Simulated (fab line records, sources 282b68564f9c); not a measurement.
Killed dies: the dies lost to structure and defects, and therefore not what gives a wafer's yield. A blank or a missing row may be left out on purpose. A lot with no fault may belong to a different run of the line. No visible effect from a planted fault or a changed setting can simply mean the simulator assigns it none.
Which tool was responsible? -- flow rit cmos -- Sampling: 15 lots, 45 wafers, 6 of 202 route steps

WHAT THE GAUGES READ, wafer by wafer
RIT_PRETRO_OVL_MEAS_06. Usual: for PRETRO_OVL the level is 0.4 nm and the standard deviation is 1.4.
lot,measured,on,PRETRO_OVL (nm),flag
L707,day 2 08:10,overlay-01,1.5 1.8 1.9,
L709,day 2 21:36,overlay-01,1.5 -0.2 0.7,
L711,day 3 05:21,overlay-01,2.8 0.8 0.3,
L713,day 3 19:11,overlay-01,0.2 -1.2 -0.1,
L714,day 4 00:05,overlay-01,0.1 -0.4 -0.3,
L716,day 4 07:16,overlay-02,1.8 2.4 2.2,
L718,day 4 17:11,overlay-01,1.8 2.3 2.0,
L720,day 5 05:31,overlay-02,0.1 -1.4 -0.2,
L722,day 5 13:05,overlay-02,1.7 1.2 1.8,
L725,day 6 02:11,overlay-01,0.2 -0.8 -0.5,
L726,day 6 08:32,overlay-02,0.6 1.4 0.5,
L727,day 6 13:17,overlay-02,-1.5 -0.8 -1.7,
L728,day 6 16:57,overlay-02,-4.3 -2.6 -2.2,
L729,day 7 00:03,overlay-01,0.1 1.2 1.7,
L730,day 7 06:29,overlay-01,-0.2 0.3 1.0,

RIT_NLDD_OVL_MEAS_06. Usual: for NLDD_OVL the level is -0.2 nm and the standard deviation is 1.6.
lot,measured,on,NLDD_OVL (nm),flag
L707,day 2 19:43,overlay-02,0.1 -0.7 -0.6,
L709,day 3 13:43,overlay-02,-1.5 -1.4 -1.8,
L711,day 3 17:16,overlay-01,-0.5 -0.5 0.1,
L713,day 4 08:11,overlay-02,-2.0 -0.8 -1.1,
L714,day 4 10:44,overlay-01,-0.5 1.4 -1.0,
L716,day 4 20:05,overlay-01,2.2 2.5 3.0,
L718,day 5 06:23,overlay-02,-0.4 -1.2 -0.8,
L720,day 5 17:19,overlay-01,-1.3 0.8 0.8,
L722,day 6 01:41,overlay-02,-3.3 -2.5 -2.5,
L725,day 6 17:19,overlay-02,- - -,OFF
L726,day 6 22:20,overlay-02,- - -,OFF
L727,day 7 01:00,overlay-01,- - -,OFF
L728,day 7 06:11,overlay-02,-0.1 -0.9 0.3,
L729,day 7 12:31,overlay-02,-0.4 0.1 0.8,
L730,day 7 19:18,overlay-02,-3.0 -1.9 -3.2,

RIT_PLDD_TW_MEAS_10. Usual: for PLDD_TW the level is 2364 and the standard deviation is 12.
lot,measured,on,PLDD_TW,flag
L707,day 2 21:49,film metro-01,2355 2365 2360,
L709,day 3 15:40,film metro-01,2363 2348 2354,
L711,day 3 19:11,film metro-01,2357 2354 2354,
L713,day 4 10:07,film metro-02,2371 2376 2381,
L714,day 4 12:48,film metro-04,2376 2356 2360,
L716,day 4 22:11,film metro-01,2353 2353 2349,
L718,day 5 08:27,film metro-04,2371 2367 2368,
L720,day 5 19:22,film metro-04,2365 2361 2359,
L722,day 6 03:43,film metro-04,2371 2354 2360,
L725,day 6 19:15,film metro-02,2903 2896 2890,OFF
L726,day 7 00:23,film metro-01,2904 2904 2881,OFF
L727,day 7 02:56,film metro-04,2871 2865 2877,OFF
L728,day 7 08:21,film metro-04,2351 2348 2345,
L729,day 7 14:34,film metro-01,2362 2378 2385,
L730,day 7 21:17,film metro-01,2371 2370 2377,

RIT_NSD_TW_MEAS_10. Usual: for NSD_TW the level is 3156 and the standard deviation is 16.
lot,measured,on,NSD_TW,flag
L707,day 3 01:46,film metro-01,3133 3145 3139,
L709,day 3 19:34,film metro-02,3169 3161 3183,
L711,day 3 23:15,film metro-01,3137 3150 3129,
L713,day 4 14:04,film metro-02,3166 3165 3166,
L714,day 4 17:11,film metro-01,3164 3155 3165,
L716,day 5 02:06,film metro-02,3181 3189 3165,
L718,day 5 12:22,film metro-01,3143 3151 3157,
L720,day 5 23:17,film metro-01,3168 3154 3154,
L722,day 6 07:53,film metro-04,3152 3159 3169,
L725,day 6 23:19,film metro-01,3383 3385 3372,OFF
L726,day 7 04:18,film metro-01,3362 3359 3346,OFF
L727,day 7 07:12,film metro-01,3354 3343 3356,OFF
L728,day 7 12:16,film metro-04,3129 3120 3121,
L729,day 7 18:53,film metro-01,3163 3156 3172,
L730,day 8 01:32,film metro-02,3184 3176 3175,

RIT_PSD_OVL_MEAS_06. Usual: for PSD_OVL the level is 0.8 nm and the standard deviation is 1.3.
lot,measured,on,PSD_OVL (nm),flag
L707,day 3 02:40,overlay-02,1.3 1.5 0.1,
L709,day 3 20:36,overlay-01,1.5 1.0 2.1,
L711,day 4 00:22,overlay-02,-2.2 -1.8 -0.5,
L713,day 4 15:05,overlay-01,3.8 1.6 2.8,
L714,day 4 18:26,overlay-01,0.5 0.2 0.3,
L716,day 5 03:01,overlay-02,1.1 0.7 -0.1,
L718,day 5 13:16,overlay-01,0.7 1.1 1.4,
L720,day 6 00:12,overlay-02,1.4 0.4 1.8,
L722,day 6 08:47,overlay-01,0.7 1.5 0.6,
L725,day 7 00:20,overlay-02,0.7 1.4 0.6,
L726,day 7 05:13,overlay-01,0.6 -0.4 0.3,
L727,day 7 08:07,overlay-01,3.1 3.6 3.1,
L728,day 7 13:10,overlay-01,3.0 3.0 3.6,
L729,day 7 19:55,overlay-01,1.6 1.9 1.2,
L730,day 8 02:34,overlay-02,1.2 1.3 1.0,

TOOL THAT RAN EACH LOT (tool first, then ch and the chambers of the sampled wafers, then the start)
lot,RIT_NLDD_COAT_01
L707,"litho track-01 ch 0, day 2 18:56"
L709,"litho track-01 ch 0, day 3 12:53"
L711,"litho track-03 ch 0, day 3 16:26"
L713,"litho track-01 ch 0, day 4 07:21"
L714,"litho track-02 ch 0, day 4 09:56"
L716,"litho track-01 ch 0, day 4 19:23"
L718,"litho track-01 ch 0, day 5 05:44"
L720,"litho track-01 ch 0, day 5 16:37"
L722,"litho track-02 ch 0, day 6 01:03"
L725,"litho track-01, day 6 16:38"
L726,"litho track-01, day 6 21:30"
L727,"litho track-02, day 7 00:18"
L728,"litho track-03 ch 0, day 7 05:16"
L729,"litho track-02 ch 0, day 7 11:42"
L730,"litho track-01 ch 0, day 7 18:25"
- RIT_NLDD_COAT_01: resist thk 1000 nm.

AS READ BY THE TOOLS THEMSELVES (means over the sampled wafers that have a number; for cases with no such wafer, the mark the record gives instead)
RIT_NLDD_COAT_01. Usual: chill plate temp C 22.99 C, standard deviation 0.1; dispense pressure kPa 49.6 kPa, standard deviation 1.5; exhaust pa 44.9 Pa, standard deviation 0.95.
lot,tool,chill plate temp C (C),dispense pressure kPa (kPa),exhaust pa (Pa),flag
L707,litho track-01,22.86,50.3,45.5,
L709,litho track-01,23.00,50.3,44.2,
L711,litho track-03,23.01,47.1,44.9,
L713,litho track-01,22.99,50.3,45.0,
L714,litho track-02,22.97,50.6,45.2,
L716,litho track-01,23.10,50.3,44.1,
L718,litho track-01,22.97,50.3,44.5,
L720,litho track-01,22.91,50.3,44.4,
L722,litho track-02,23.02,50.6,44.6,
L725,litho track-01,-,-,-,OFF
L726,litho track-01,-,-,-,OFF
L727,litho track-02,-,-,-,OFF
L728,litho track-03,23.01,47.0,45.9,
L729,litho track-02,22.96,50.6,43.5,
L730,litho track-01,22.99,50.3,44.5,

THE ANSWER, worked out from the rows above alone
Rule: take the mean of a lot's wafers that have a number; if it is more than 3 standard deviations from the usual mean, the lot is off. Also off: a lot with no number at a reading for which 4 or more lots have one. The other lots that the step has rows for count as sound. After the gauges, taken in route order, come the tools' own readings; for these a lot's mean is taken, as printed above. The first step at which some lot is off is used, and at that step the reading that is off furthest; a lot without a number counts as furthest.
Off: L725, L726, L727, seen at RIT_NLDD_OVL_MEAS_06 (NLDD_OVL). Without a number there: L725, L726, L727.
A tool fits if, at a process step before that reading, it ran every lot that is off, and no sound lot after the first of them. The gauges at RIT_NLDD_OVL_MEAS_06 aren't tried: what is off there is off at RIT_PLDD_TW_MEAS_10 too, on other tools, and a gauge's error can't cause that. Of those tried, none fits.

WHAT THE SIMULATOR HAD PUT IN
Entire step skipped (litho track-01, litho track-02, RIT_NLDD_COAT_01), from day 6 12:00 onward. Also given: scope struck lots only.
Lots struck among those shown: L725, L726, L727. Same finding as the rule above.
